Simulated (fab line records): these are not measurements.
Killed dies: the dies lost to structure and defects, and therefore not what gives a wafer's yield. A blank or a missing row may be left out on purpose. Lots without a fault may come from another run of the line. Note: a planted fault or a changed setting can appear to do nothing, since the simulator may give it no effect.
Which tool is to blame? :: flow berkeley_cmos170 :: 39 wafers from 13 lots sampled at 3 of the route's 331 steps

== WHAT THE GAUGES SHOWED, per wafer ==
UCB170_M3_RS_MEAS_02: measurement is done with a four-point probe. Usual: M3_AL_RS gives 0.0321 ohm/sq (standard deviation 0.00051).
lot: L443
measured: day 7 10:38
on: film_metro-01
M3_AL_RS (ohm/sq): 0.0315 0.0317 0.0318
flag: 

lot: L444
measured: day 7 20:44
on: film_metro-02
M3_AL_RS (ohm/sq): 0.0334 0.0328 0.0320
flag: 

lot: L448
measured: day 8 06:41
on: film_metro-03
M3_AL_RS (ohm/sq): 0.0330 0.0322 0.0327
flag: 

lot: L446
measured: day 8 07:07
on: film_metro-03
M3_AL_RS (ohm/sq): 0.0322 0.0318 0.0319
flag: 

lot: L450
measured: day 8 20:11
on: film_metro-01
M3_AL_RS (ohm/sq): 0.0317 0.0326 0.0322
flag: 

lot: L449
measured: day 8 20:30
on: film_metro-01
M3_AL_RS (ohm/sq): 0.0316 0.0329 0.0317
flag: 

lot: L453
measured: day 9 04:57
on: film_metro-03
M3_AL_RS (ohm/sq): 0.0321 0.0327 0.0328
flag: 

lot: L455
measured: day 9 19:04
on: film_metro-03
M3_AL_RS (ohm/sq): 0.0317 0.0323 0.0316
flag: 

lot: L454
measured: day 9 19:22
on: film_metro-02
M3_AL_RS (ohm/sq): 0.0323 0.0321 0.0335
flag: 

lot: L460
measured: day 11 07:49
on: film_metro-01
M3_AL_RS (ohm/sq): 0.0318 0.0323 0.0322
flag: 

lot: L459
measured: day 11 08:31
on: film_metro-01
M3_AL_RS (ohm/sq): 0.0326 0.0325 0.0283
flag: 

lot: L465
measured: day 11 21:02
on: film_metro-01
M3_AL_RS (ohm/sq): 0.0317 0.0311 0.0314
flag: 

lot: L466
measured: day 11 21:22
on: film_metro-03
M3_AL_RS (ohm/sq): 0.0316 0.0323 0.0328
flag: 

UCB170_M3_THK_MEAS_03: measures by xrf. Usual: M3_AL_THK gives 916 nm (standard deviation 15).
lot: L443
measured: day 7 10:45
on: film_metro-01
M3_AL_THK (nm): 931 931 925
flag: 

lot: L444
measured: day 7 20:52
on: film_metro-02
M3_AL_THK (nm): 871 893 915
flag: 

lot: L448
measured: day 8 06:49
on: film_metro-03
M3_AL_THK (nm): 895 918 905
flag: 

lot: L446
measured: day 8 07:13
on: film_metro-03
M3_AL_THK (nm): 916 927 922
flag: 

lot: L450
measured: day 8 20:17
on: film_metro-01
M3_AL_THK (nm): 921 898 909
flag: 

lot: L449
measured: day 8 20:37
on: film_metro-01
M3_AL_THK (nm): 919 893 924
flag: 

lot: L453
measured: day 9 05:04
on: film_metro-03
M3_AL_THK (nm): 923 901 901
flag: 

lot: L455
measured: day 9 19:11
on: film_metro-03
M3_AL_THK (nm): 931 913 935
flag: 

lot: L454
measured: day 9 19:29
on: film_metro-02
M3_AL_THK (nm): 904 904 872
flag: 

lot: L460
measured: day 11 07:56
on: film_metro-01
M3_AL_THK (nm): 929 911 914
flag: 

lot: L459
measured: day 11 08:36
on: film_metro-01
M3_AL_THK (nm): 905 903 1017
flag: 

lot: L465
measured: day 11 21:08
on: film_metro-01
M3_AL_THK (nm): 926 949 941
flag: 

lot: L466
measured: day 11 21:29
on: film_metro-03
M3_AL_THK (nm): 935 915 906
flag: 

== EACH LOT AND THE TOOL THAT RAN IT (in order: tool; ch and the chambers of the sampled wafers; start) ==
lot: L443
UCB170_M3_SPUTTER_01: pvd_sputter-03, day 7 10:32

lot: L444
UCB170_M3_SPUTTER_01: pvd_sputter-04, day 7 20:40

lot: L448
UCB170_M3_SPUTTER_01: pvd_sputter-04, day 8 06:34

lot: L446
UCB170_M3_SPUTTER_01: pvd_sputter-03, day 8 06:59

lot: L450
UCB170_M3_SPUTTER_01: pvd_sputter-04, day 8 20:04

lot: L449
UCB170_M3_SPUTTER_01: pvd_sputter-01, day 8 20:25

lot: L453
UCB170_M3_SPUTTER_01: pvd_sputter-04, day 9 04:52

lot: L455
UCB170_M3_SPUTTER_01: pvd_sputter-03, day 9 18:58

lot: L454
UCB170_M3_SPUTTER_01: pvd_sputter-01, day 9 19:17

lot: L460
UCB170_M3_SPUTTER_01: pvd_sputter-03, day 11 07:44

lot: L459
UCB170_M3_SPUTTER_01: pvd_sputter-04, day 11 08:22

lot: L465
UCB170_M3_SPUTTER_01: pvd_sputter-03, day 11 20:56

lot: L466
UCB170_M3_SPUTTER_01: pvd_sputter-01, day 11 21:17
- UCB170_M3_SPUTTER_01: material Al, target thk 900 nm, time 120 s.

== AS READ BY THE TOOLS THEMSELVES (means over the sampled wafers that have a number; for cases with no such wafer, the mark the record gives instead) ==
UCB170_M3_SPUTTER_01. Usual: chamber_pressure_pa 0.5000 Pa, standard deviation 0.001; throttle_valve_pct 29.9 %, standard deviation 0.78.
lot: L443
tool: pvd_sputter-03
chamber_pressure_pa (Pa): 0.4993
throttle_valve_pct (%): 29.6
flag: 

lot: L444
tool: pvd_sputter-04
chamber_pressure_pa (Pa): 0.4999
throttle_valve_pct (%): 30.5
flag: 

lot: L448
tool: pvd_sputter-04
chamber_pressure_pa (Pa): 0.4982
throttle_valve_pct (%): 29.6
flag: 

lot: L446
tool: pvd_sputter-03
chamber_pressure_pa (Pa): 0.5003
throttle_valve_pct (%): 29.2
flag: 

lot: L450
tool: pvd_sputter-04
chamber_pressure_pa (Pa): 0.4996
throttle_valve_pct (%): 30.4
flag: 

lot: L449
tool: pvd_sputter-01
chamber_pressure_pa (Pa): 0.4999
throttle_valve_pct (%): 30.0
flag: 

lot: L453
tool: pvd_sputter-04
chamber_pressure_pa (Pa): 0.5000
throttle_valve_pct (%): 30.5
flag: 

lot: L455
tool: pvd_sputter-03
chamber_pressure_pa (Pa): 0.5001
throttle_valve_pct (%): 29.8
flag: 

lot: L454
tool: pvd_sputter-01
chamber_pressure_pa (Pa): 0.5000
throttle_valve_pct (%): 30.6
flag: 

lot: L460
tool: pvd_sputter-03
chamber_pressure_pa (Pa): 0.5005
throttle_valve_pct (%): 29.4
flag: 

lot: L459
tool: pvd_sputter-04
chamber_pressure_pa (Pa): 0.4381
throttle_valve_pct (%): 32.7
flag: OFF

lot: L465
tool: pvd_sputter-03
chamber_pressure_pa (Pa): 0.4998
throttle_valve_pct (%): 29.7
flag: 

lot: L466
tool: pvd_sputter-01
chamber_pressure_pa (Pa): 0.5002
throttle_valve_pct (%): 29.9
flag: 

== THE ANSWER, worked out from the rows above alone ==
Rule: take the mean of a lot's wafers that have a number; if it is more than 3 standard deviations from the usual mean, the lot is off. A lot without any number at a reading at which 4 lots or more have one is off too. All remaining lots with rows at the step are treated as sound. After the gauges, taken in route order, come the tools' own readings; for these a lot's mean is taken, as printed above. At the first step where some lot is off, the reading lying furthest off is the one used; lots without a number count as furthest.
Off: L459 (UCB170_M3_SPUTTER_01, chamber_pressure_pa).
If a tool, at that step or one of the process steps before it, ran each lot that is off and ran no sound lot following the first of them, it fits. One candidate fits, namely pvd_sputter-04 at UCB170_M3_SPUTTER_01. A fault onset in the window from L453 (day 9 04:52, its last sound lot) to L459 (day 11 08:22, its first lot off) fits.
The tool's own readings at UCB170_M3_SPUTTER_01 bear it out: on the lots that are off they differ by more than 5 times the standard deviation of the sound lots' means. chamber_pressure_pa reads 0.4381 Pa there against 0.4998 Pa on the sound lots; throttle_valve_pct reads 32.7 % there against 29.9 % on the sound lots.

== WHAT THE SIMULATOR HAD INSERTED ==
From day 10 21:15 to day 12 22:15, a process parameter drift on pvd_sputter-04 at UCB170_M3_SPUTTER_01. The setting chamber_pressure_pa was moved by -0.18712, starting from 0.5. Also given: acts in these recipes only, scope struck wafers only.
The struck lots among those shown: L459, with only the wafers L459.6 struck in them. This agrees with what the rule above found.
